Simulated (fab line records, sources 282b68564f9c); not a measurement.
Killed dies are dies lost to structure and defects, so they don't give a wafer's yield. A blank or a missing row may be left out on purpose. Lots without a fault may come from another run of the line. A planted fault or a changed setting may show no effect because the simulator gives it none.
Which tool did it? | flow rit_cmos | 13 lots, 39 wafers sampled, at 1 step of a route of 202

WHAT THE GAUGES READ, wafer by wafer
RIT_NRETRO_OVL_MEAS_06.
lot  | measured    | on         | NRETRO_OVL (nm)
L314 | day 2 06:11 | overlay-02 | -1.4 -1.6 -1.0
L315 | day 2 11:55 | overlay-01 | -0.4 1.2 0.5
L316 | day 2 16:29 | overlay-02 | 0.0 -0.5 -1.5
L317 | day 2 22:48 | overlay-01 | -3.3 -2.7 -3.9
L319 | day 3 06:57 | overlay-01 | -0.7 -1.3 -1.7
L320 | day 3 12:28 | overlay-02 | 0.1 1.4 1.5
L322 | day 3 23:10 | overlay-01 | 2.6 0.3 -0.7
L327 | day 4 23:49 | overlay-01 | -1.8 -2.8 -2.8
L330 | day 5 15:31 | overlay-01 | 2.5 2.8 -0.7
L332 | day 6 00:07 | overlay-02 | 1.1 0.1 -0.9
L333 | day 6 03:59 | overlay-02 | 1.0 -2.4 1.1
L334 | day 6 11:10 | overlay-02 | -0.4 -2.5 0.2
L336 | day 6 21:38 | overlay-01 | 0.9 -0.6 0.4

WHICH TOOL RAN EACH LOT (tool, then ch and the chambers of the sampled wafers, then the start)
The record holds no process step before these readings.

WHAT THE TOOLS THEMSELVES READ (means of the sampled wafers that have a number; where no wafer has one, the mark that the record gives instead)
The record holds no such reading with a usual standard deviation.

THE ANSWER, worked out from the rows above alone
Rule: what is usual is taken from the lots themselves. Put in order of their means at a reading, lots are off if they are a third of the lots or fewer, leave a main group of 4 or more, and stand apart from it by a gap of 3 or more times the standard deviation of the main group's means; of several such gaps the widest counts. A main group whose means are all the same, to the digits that the tables above print for the reading, isn't used. A lot without any number at a reading at which 4 lots or more have one is off too. The other lots that the step has rows for count as sound. The gauges are gone through in route order, then the tools' own readings, and for those a lot's mean is taken as printed above. The first step at which some lot is off is used, and at that step the reading that is off furthest; a lot without a number counts as furthest.
No lot is off at any reading shown: from this, nothing can be told.

WHAT THE SIMULATOR HAD PUT IN
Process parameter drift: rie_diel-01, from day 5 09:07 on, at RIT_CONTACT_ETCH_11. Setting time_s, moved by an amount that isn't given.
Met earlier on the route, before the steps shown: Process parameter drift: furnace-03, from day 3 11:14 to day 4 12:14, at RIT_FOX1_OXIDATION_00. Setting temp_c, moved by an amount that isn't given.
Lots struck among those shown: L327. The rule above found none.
